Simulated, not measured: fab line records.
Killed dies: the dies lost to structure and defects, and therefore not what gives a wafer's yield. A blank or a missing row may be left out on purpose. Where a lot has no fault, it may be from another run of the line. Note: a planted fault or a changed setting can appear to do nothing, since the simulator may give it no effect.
A lot that was struck, set against a sound lot :: flow ritCmos :: 21 steps out of a route of 202
Sound: the wafers L572.1, L572.3, L572.4. The struck wafers were L578.1, L578.4, L578.6. Last of all comes the cause.
For every step that has rows: the tool of each side, followed by ch and its chambers, followed by its first start. Under that, the readings that differ: sound wafers :: struck wafers :: difference of the means :: sigmas: that difference in standard deviations of wafers without a fault.
alike: readings with means less than 2 such deviations apart, plus words and numbers identical on both sides. not compared: withheld readings, readings lacking a value on some wafer, bounds such as >300 that could conceal the same value, and numbers that have no deviation in the record and whose values overlap.
The two part at a step that has a row with sigmas, a row that says differs or no value, or rows on one side only. When numbers do not overlap yet have no deviation, they are printed without sigmas and do not part them. Lack of a reading on every wafer of one side parts them only where that side has two or more wafers.

first, 1 step without rows for these wafers: RIT_PLDD_IMPLANT_08.
RIT_PLDD_STRIP_09: strips in O2, time 180 s.
  sound on plasmaAsher-02 ch 0,1, day 4 12:01; struck on plasmaAsher-03 ch 1, day 5 17:46
reading: drypumpMotorCurrentA (A)
sound: 5.5 6.1 5.5
struck: 5.1 5.1 5.1
difference: -0.6
sigmas: -2
  alike: chamberPressureMTorr
  not compared: rfHoursCounterH
RIT_PLDD_TW_MEAS_10:
  sound: filmMetro-03 at day 4 12:11; struck: filmMetro-01 at day 5 17:56
  alike: PLDD_TW
then, 4 steps without rows for these wafers: RIT_SPACER_CLEAN_00 (cleans in SC1, time 600 s); RIT_SPACER_CLEAN_01 (cleans in dHF, time 30 s); RIT_SPACER_CLEAN_02 (cleans in SC2, time 600 s); RIT_SPACER_CVD_03 (deposits Si3N4 from SiH2Cl2/NH3, target thk 250 nm, time 3300 s).
RIT_SPACER_THK_MEAS_04:
  sound: filmMetro-01 at day 4 14:33; struck: filmMetro-02 at day 5 20:17
  alike: SPACER_NITRIDE_THK
RIT_SPACER_ETCHBACK_05: etches Si3N4 in SF6/CHF3, stops on SiO2, target depth 250 nm, time 240 s.
  sound on rieDiel-01 ch 0,1,3, day 4 14:37; struck on rieDiel-02 ch 1,2, day 5 20:20
  alike: chamberPressureMTorr, drypumpMotorCurrentA, oesProductAu, throttleValvePct
  not compared: rfHoursCounterH
then, 3 steps without rows for these wafers: RIT_NSD_HMDS_00 (prime time 60 s); RIT_NSD_COAT_01 (resist thk 1000 nm); RIT_NSD_SOFTBAKE_02 (time 60 s).
RIT_NSD_EXPOSE_03: exposes mask M9, target cd 40700 nm.
  sound on ilineStepper-01 ch 0, day 4 15:14; struck on ilineStepper-02 ch 0, day 5 21:04
reading: mask
sound: M9#0 M9#0 M9#0
struck: M10#0 M10#0 M10#0
difference: differs
sigmas: 
then, 2 steps without rows for these wafers: RIT_NSD_PEB_04; RIT_NSD_DEVELOP_05 (develop time 50 s).
RIT_NSD_OVL_MEAS_06:
  sound: overlay-02 at day 4 15:38; struck: overlay-02 at day 5 21:28
reading: NSD_OVL (nm)
sound: -1.4 -2.7 0.7
struck: - - -
difference: no value on the struck wafers
sigmas: 
then, 2 steps without rows for these wafers: RIT_NSD_HARDBAKE_07 (time 60 s); RIT_NSD_IMPLANT_08.
RIT_NSD_STRIP_09: strips in O2, time 180 s.
  sound on plasmaAsher-02 ch 0,1, day 4 15:58; struck on plasmaAsher-01 ch 0, day 5 21:48
  alike: chamberPressureMTorr, drypumpMotorCurrentA
  not compared: rfHoursCounterH
RIT_NSD_TW_MEAS_10:
  sound: filmMetro-04 at day 4 16:08; struck: filmMetro-01 at day 5 22:12
reading: NSD_TW
sound: 3154 3139 3120
struck: 30 30 30
difference: -3108
sigmas: -99 or more
  not compared: hold
RIT_M1_PROBE_99:
  the record holds rows for the sound wafers here (prober-01, day 5 01:32) but none for the struck ones

WHERE THEY PART
Last at RIT_M1_PROBE_99 as far as this record goes, first at RIT_PLDD_STRIP_09.

WHY: what the simulator had put in
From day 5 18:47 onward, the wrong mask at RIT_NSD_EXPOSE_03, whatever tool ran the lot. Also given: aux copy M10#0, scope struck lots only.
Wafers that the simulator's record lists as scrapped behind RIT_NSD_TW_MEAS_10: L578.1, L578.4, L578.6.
